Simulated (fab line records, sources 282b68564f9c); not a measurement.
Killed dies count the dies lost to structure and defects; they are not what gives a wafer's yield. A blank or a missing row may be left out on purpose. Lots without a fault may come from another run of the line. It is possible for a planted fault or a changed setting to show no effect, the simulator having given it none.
Comparing a struck lot with a sound one	flow ritCmos	20 steps out of a route of 202
Sound: the wafers L814.1, L814.2, L814.6. The struck wafers were L821.2, L821.4, L821.6. The cause is named last.
Per side, at each step with rows, come the tool, then ch with its chambers, and then its first start. Under that, the readings that differ: sound wafers	struck wafers	difference of the means	sigmas: that difference in standard deviations of wafers without a fault.
alike: same words and numbers on both sides, and readings whose means sit less than 2 such deviations apart. not compared: any withheld reading, any reading some wafer has no value for, any bound like >300 that may hide the same value, and any number with overlapping values for which the record gives no deviation.
Wherever a step has rows on one side only, a row that says differs or no value, or a row with sigmas, the two part there. When numbers do not overlap yet have no deviation, they are printed without sigmas and do not part them. Lack of a reading on every wafer of one side parts them only where that side has two or more wafers.

first, 2 steps without rows for these wafers: RIT_NWELL_HARDBAKE_07 (time 120 s); RIT_NWELL_IMPLANT_08.
RIT_NWELL_STRIP_09: strips in O2, time 180 s.
  sound on plasmaAsher-03 ch 0,1, day 2 03:34; struck on plasmaAsher-03 ch 0,1, day 3 14:23
  alike: drypumpMotorCurrentA
  not compared: rfHoursCounterH
RIT_NWELL_TW_MEAS_10:
  sound on filmMetro-04 at day 2 03:45; struck on filmMetro-02 at day 3 14:35
  alike: NWELL_TW
then, 6 steps without rows for these wafers: RIT_PWELL_HMDS_00 (prime time 60 s); RIT_PWELL_COAT_01 (resist thk 1300 nm); RIT_PWELL_SOFTBAKE_02 (time 60 s); RIT_PWELL_EXPOSE_03 (exposes mask M3, target cd 43700 nm); RIT_PWELL_PEB_04; RIT_PWELL_DEVELOP_05 (develop time 68 s).
RIT_PWELL_OVL_MEAS_06:
  sound on overlay-01 at day 2 04:49; struck on overlay-01 at day 3 15:38
  alike: PWELL_OVL
then, 1 step without rows for these wafers: RIT_PWELL_HARDBAKE_07 (time 120 s).
RIT_PWELL_IMPLANT_08:
  sound on implanter-03 ch 0, day 2 05:06; struck on implanter-03 ch 0, day 3 15:56
reading	sound	struck	difference	sigmas
doseIonsCm2	7.008e+13 7.015e+13 7.019e+13	9.938e+13 9.95e+13 9.947e+13	+2.931e+13	+99 or more
faradayCurrentUA	227 225 217	314 327 308	+93	+21
  alike: beamOnS
RIT_PWELL_STRIP_09: strips in O2, time 180 s.
  sound on plasmaAsher-02 ch 0,1, day 2 05:15; struck on plasmaAsher-02 ch 0,1, day 3 16:04
  alike: drypumpMotorCurrentA
  not compared: rfHoursCounterH
RIT_PWELL_TW_MEAS_10:
  sound on filmMetro-04 at day 2 05:25; struck on filmMetro-02 at day 3 16:15
reading	sound	struck	difference	sigmas
PWELL_TW	956 956 957	1078 1080 1083	+124	+11
then, 1 step without rows for these wafers: RIT_WELLDRIVE_ANNEAL_00 (time 14700 s).
RIT_WELLDRIVE_RS_MEAS_01: uses a four-point probe to measure.
  sound on filmMetro-04 at day 2 12:15; struck on filmMetro-04 at day 3 21:26
  alike: NWELL_RS
RIT_WELLDRIVE_RS_MEAS_02: uses a four-point probe to measure.
  sound on filmMetro-04 at day 2 12:22; struck on filmMetro-04 at day 3 21:33
reading	sound	struck	difference	sigmas
PWELL_RS (ohm/sq)	428.9 428.4 428.0	345.0 344.2 344.9	-83.7	-84
then, 1 step without rows for these wafers: RIT_NRETRO_HMDS_00 (prime time 60 s).
RIT_M1_PROBE_99:
  sound on prober-02 at day 3 22:13; struck on prober-01 at day 5 02:33
reading	sound	struck	difference	sigmas
model.etest.nmos_0p3.rOnOhmUm	2127 2146 2166	2496 2516 2462	+345	
model.etest.nmos_0p15.rOnOhmUm	1146 1111 1156	1289 1284 1220	+127	
model.etest.pwellPinched.rsOhmSq	462.3 456.6 456.2	366.1 361.8 356.9	-96.8	
model.etest.pwell.rsOhmSq	411.5 407.9 403.1	332.7 329 329.6	-77.1	
model.etest.nmosTurned.driveUaUm	350.9 349.4 338.6	227.8 231.2 233.6	-115.4	
model.etest.nmos_0p15.driveUaUm	499 485.6 480.6	382.4 377.4 378.4	-109.0	
model.etest.nmosNarrow.driveUaUm	235.4 229.7 228.9	175 174.7 169.4	-58	
model.etest.nmos_0p3.driveUaUm	240.1 231.2 233.6	176.4 172.7 170.9	-61.6	
  alike: killed_at_M0_to_M3, killedAtContacts, killedAtFrontEnd, killedDies, killedOpen, killedShort

== WHERE THEY PART ==
First at RIT_PWELL_IMPLANT_08; last, within this record, at RIT_WELLDRIVE_RS_MEAS_02. Later steps at which nothing parts them and some readings are alike: RIT_M1_PROBE_99.

WHY: whatever the simulator had introduced
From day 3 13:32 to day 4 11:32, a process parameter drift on implanter-03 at RIT_PWELL_IMPLANT_08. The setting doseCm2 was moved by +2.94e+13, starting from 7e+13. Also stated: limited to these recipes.
